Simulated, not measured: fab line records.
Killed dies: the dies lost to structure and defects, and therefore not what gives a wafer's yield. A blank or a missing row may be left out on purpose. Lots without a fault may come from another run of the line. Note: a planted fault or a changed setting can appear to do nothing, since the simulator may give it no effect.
A struck lot beside a sound one | flow rit-cmos | 21 out of 202 route steps
Sound: these wafers, L308.3, L308.4, L308.6. The struck wafers were L312.3, L312.5, L312.6. The cause is given at the end.
Per side, at each step with rows, come the tool, then ch with its chambers, and then its first start. Under that, the readings that differ: sound wafers | struck wafers | difference of the means | sigmas: that difference in standard deviations of wafers without a fault.
alike: readings with means less than 2 such deviations apart, plus words and numbers identical on both sides. not compared: withheld readings, readings lacking a value on some wafer, bounds such as >300 that could conceal the same value, and numbers that have no deviation in the record and whose values overlap.
The two part at a step that has a row with sigmas, a row that says differs or no value, or rows on one side only. Non-overlapping numbers with no deviation appear without sigmas and do not part them. Lack of a reading on every wafer of one side parts them only where that side has two or more wafers.

first, 6 steps without rows for these wafers: RIT_NWELL_HMDS_00 (prime time 60 s); RIT_NWELL_COAT_01 (resist thk 1300 nm); RIT_NWELL_SOFTBAKE_02 (time 60 s); RIT_NWELL_EXPOSE_03 (exposes mask M2, target cd 43900 nm); RIT_NWELL_PEB_04; RIT_NWELL_DEVELOP_05 (develop time 68 s).
RIT_NWELL_OVL_MEAS_06:
  struck on overlay-01, day 3 03:42; sound on overlay-02, day 2 06:23
  alike: NWELL_OVL
then, 2 steps without rows for these wafers: RIT_NWELL_HARDBAKE_07 (time 120 s); RIT_NWELL_IMPLANT_08.
RIT_NWELL_STRIP_09: strips in O2, time 180 s.
  sound on plasma-asher-04 ch 0,1, day 2 06:52; struck on plasma-asher-03 ch 0,1, day 3 04:11
  alike: drypump-motor-current-A
  not compared: rf-hours-counter-h
RIT_NWELL_TW_MEAS_10:
  struck on film-metro-01, day 3 04:19; sound on film-metro-02, day 2 07:01
  reading  | sound          | struck         | difference | sigmas
  NWELL_TW | 2097 2100 2090 | 2144 2157 2141 | +52        | +3
then, 1 step without rows for these wafers: RIT_PWELL_HMDS_00 (prime time 60 s).
RIT_PWELL_COAT_01: resist thk 1300 nm.
  sound on litho-track-03 ch 0, day 2 07:15; struck on litho-track-03 ch 0, day 3 04:33
  reading                                    | sound          | struck         | difference | sigmas
  model.NOVOLAK_of_PWELL_COAT_01.thk-nm (nm) | 1303 1297 1301 | 1327 1328 1328 | +27        |
then, 4 steps without rows for these wafers: RIT_PWELL_SOFTBAKE_02 (time 60 s); RIT_PWELL_EXPOSE_03 (exposes mask M3, target cd 43700 nm); RIT_PWELL_PEB_04; RIT_PWELL_DEVELOP_05 (develop time 68 s).
RIT_PWELL_OVL_MEAS_06:
  struck on overlay-02, day 3 05:22; sound on overlay-02, day 2 07:56
  alike: PWELL_OVL
RIT_PWELL_HARDBAKE_07: time 120 s.
  sound on litho-track-03 ch 0, day 2 08:03; struck on litho-track-01 ch 0, day 3 05:29
  reading                                    | sound          | struck         | difference | sigmas
  model.NOVOLAK_of_PWELL_COAT_01.thk-nm (nm) | 1139 1135 1138 | 1160 1161 1161 | +23        |
  alike: heater-power-total-W
then, 1 step without rows for these wafers: RIT_PWELL_IMPLANT_08.
RIT_M1_PROBE_99:
  struck on prober-01, day 4 17:02; sound on prober-01, day 3 19:34
  alike: killed-at-front-end, killed-dies, killed-open, killed-short

## WHERE THEY PART
At RIT_NWELL_TW_MEAS_10 and nowhere else, as far as this record goes. Later steps at which nothing parts them and some readings are alike: RIT_PWELL_OVL_MEAS_06, RIT_PWELL_HARDBAKE_07, RIT_M1_PROBE_99.

WHY: what the simulator had put in
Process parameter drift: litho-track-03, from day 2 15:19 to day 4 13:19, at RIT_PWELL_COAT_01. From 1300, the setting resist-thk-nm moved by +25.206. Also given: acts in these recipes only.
